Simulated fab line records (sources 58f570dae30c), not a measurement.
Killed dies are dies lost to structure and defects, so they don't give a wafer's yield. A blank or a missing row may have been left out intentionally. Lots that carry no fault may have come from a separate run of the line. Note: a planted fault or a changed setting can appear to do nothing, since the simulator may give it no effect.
fab line records    flow berkeleyCmos170
[record] lots = 14  wafers = 42  lastDay = 12
route steps=331 shown V1@268
lots that met no fault: taken from a fault-free run of the same line
startH: hours from the record's opening day to when the first of the lot's shown wafers began    waitH: hours since the lot's step before    " as in the row above    L1.1+2: several wafers, shown together as one row    - no value present, or no start provided    * or withheld: withheld    < > ~ a bound
route shown NAME@n: a module of which the file shows steps, and the number in the route of the first    usual: mean and standard deviation over wafers with no fault    same: alike in all rows    chamber/n: place in a boat    sites: each site's reading    _std_site: standard deviation across them    _edge_site: the outer-site mean with the inner-site mean subtracted    radiusMm: how far each site lies from the wafer's centre    mask NAME#n: copy n    behind: the tool/chamber that last shaped the wafer    hold: cause of the lot's hold/its duration in hours/its outcome    device: whichever transistor did not switch (one of n, p or np)    end of line: tests of these same wafers at the route's end    a step with no rows: only its recipe    killed: dies that structure and defects cost at the first sort, which is not the same as the wafer's yield    map: a wafer's dies, marking killed ones x, the rest . and places with no die _
set.NAME: the run value of the setting; set.NAME@STEP: its run value at that earlier step    model.NAME: the simulator's own value behind a step, which no gauge read
steps of the route over a sample of lots; a table a step, a row a wafer
services: the hour from which a tool's chamber was out of use, counted from the record's first day as startH (under 0 if before that day), plus the number of hours and why
[[steps]]
[step UCB170_V1_ETCH_14]
[recipe] chemistry = CHF3/CF4/Ar  target = SiO2  stopOn = Al  CHF3_flow_sccm = 45  cf4FlowSccm = 15  Ar_flow_sccm = 150  pressureMtorr = 200  rfW = 700  targetDepthA = 12500  overEtchFrac = 0.25  timeS = 291
[usual] drypumpMotorCurrentA = 5.7/0.32  oesProductAu = 0.877/0.011  runLengthS = 319.3/0.37  throttleValvePct = 6.96/0.14
lot.wafer  tool        chamber  startH  waitH  drypumpMotorCurrentA  oesProductAu  rfHoursCounterH  runLengthS  throttleValvePct
L518.1     rieDiel-02  2        180.16  0.0    5.6                   0.870         36               318.8       6.84
L518.2     "           1        "       "      5.8                   0.862         102              319.5       6.73
L518.5     "           0        "       "      5.2                   0.891         -                319.6       6.91
L520.2     rieDiel-02  3        183.72  0.0    5.4                   0.899         4                319.5       7.15
L520.3     "           0        "       "      5.2                   0.879         81               319.5       6.91
L520.6     "           2        "       "      5.6                   0.871         -                318.6       6.86
L523.1     rieDiel-01  2        196.03  0.0    5.7                   0.879         146              319.4       7.04
L523.2     "           1        "       "      5.8                   0.862         21               319.0       7.11
L523.5     "           3        "       "      5.5                   0.883         -                319.3       6.93
L522.1     rieDiel-02  0        197.49  0.0    5.2                   0.896         82               319.7       6.92
L522.3     "           2        "       "      5.6                   0.867         37               319.0       6.85
L522.6     "           0        "       "      5.2                   0.888         -                319.7       6.90
L521.1     rieDiel-03  0        198.74  0.0    6.4                   0.869         113              319.7       7.12
L521.2     "           2        "       "      6.2                   0.880         110              319.9       6.72
L521.4     "           1        "       "      5.7                   0.870         123              319.4       6.97
L524.1     rieDiel-02  3        202.75  0.0    5.4                   0.893         6                319.2       7.15
L524.3     "           2        "       "      5.6                   0.867         38               318.8       6.86
L524.5     "           0        "       "      5.2                   0.891         -                319.4       6.92
L527.2     rieDiel-03  2        219.90  0.0    6.2                   0.881         112              319.9       6.73
L527.3     "           0        "       "      6.4                   0.876         114              319.4       7.12
L527.5     "           3        "       "      5.8                   0.879         -                319.3       7.06
L526.1     rieDiel-01  3        220.14  0.0    5.5                   0.882         20               319.6       6.96
L526.3     "           0        "       "      6.1                   0.867         113              318.9       6.95
L526.4     "           0        "       "      6.1                   0.872         -                318.8       6.95
L531.1     rieDiel-01  1        226.57  0.0    5.8                   0.857         22               319.4       7.11
L531.3     "           0        "       "      6.0                   0.901         113              311.2       6.95
L531.4     "           0        "       "      6.1                   0.896         -                311.4       6.95
L534.3     rieDiel-03  2        253.16  0.0    6.2                   0.891         113              319.5       6.71
L534.4     "           3        "       "      5.8                   0.887         114              319.6       7.04
L534.5     "           2        "       "      6.2                   0.875         -                319.4       6.69
L536.3     rieDiel-02  3        254.33  0.0    5.4                   0.891         7                319.3       7.17
L536.5     "           2        "       "      5.6                   0.869         -                318.6       6.88
L536.6     "           3        "       "      5.4                   0.896         -                319.3       7.14
L537.1     rieDiel-02  2        255.05  0.0    5.6                   0.863         39               319.3       6.87
L537.2     "           1        "       "      5.8                   0.871         104              319.3       6.74
L537.3     "           3        "       "      5.4                   0.894         8                319.3       7.15
L533.1     rieDiel-01  2        255.17  0.0    5.8                   0.878         1                319.4       7.04
L533.4     "           1        "       "      5.8                   0.861         24               319.3       7.10
L533.5     "           0        "       "      6.0                   0.892         -                311.4       6.95
L538.1     rieDiel-02  3        274.53  0.0    5.4                   0.892         8                319.3       7.16
L538.2     "           0        "       "      5.2                   0.887         85               319.7       6.91
L538.6     "           3        "       "      5.4                   0.893         -                319.5       7.14
[[services]]
tool        chamber  startH  hours  kind
rieDiel-03  2        161.19  4.4    repair
rieDiel-03  0        177.68  6.7    repair
rieDiel-02  0        184.24  3.6    repair
rieDiel-02  1        186.46  15.6   repair
rieDiel-03  -        208.42  0.4    repair
rieDiel-01  2        209.12  -      clean
rieDiel-01  2        209.12  21.4   scheduledDown
rieDiel-01  2        209.12  21.4   ventCycle
rieDiel-03  -        247.09  2.8    pm
rieDiel-01  0        268.56  10.6   repair
[[key]]
[firstSign] step = UCB170_V1_ETCH_14  reading = runLengthS  direction = down  sigmas = 21  usual = *  struck = *
effect none on later readings
metAt UCB170_V1_ETCH_14
struckLots L531,L533
struckWafers L531.3,L531.4,L533.5
sortLeftOut L533.5
onsetBetween 220.14 226.57
[fault] kind = processParameterDrift  tool = rieDiel-01  chamber = 0  onsetH = 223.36  steps = UCB170_V1_ETCH_14  channel = timeS  offset = *  shape = step  endH = 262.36  actsIn = *  stated = *
// sortLeftOut: the simulated sort isn't trusted on such a fault, so these wafers' sort isn't shown, and their yield isn't known
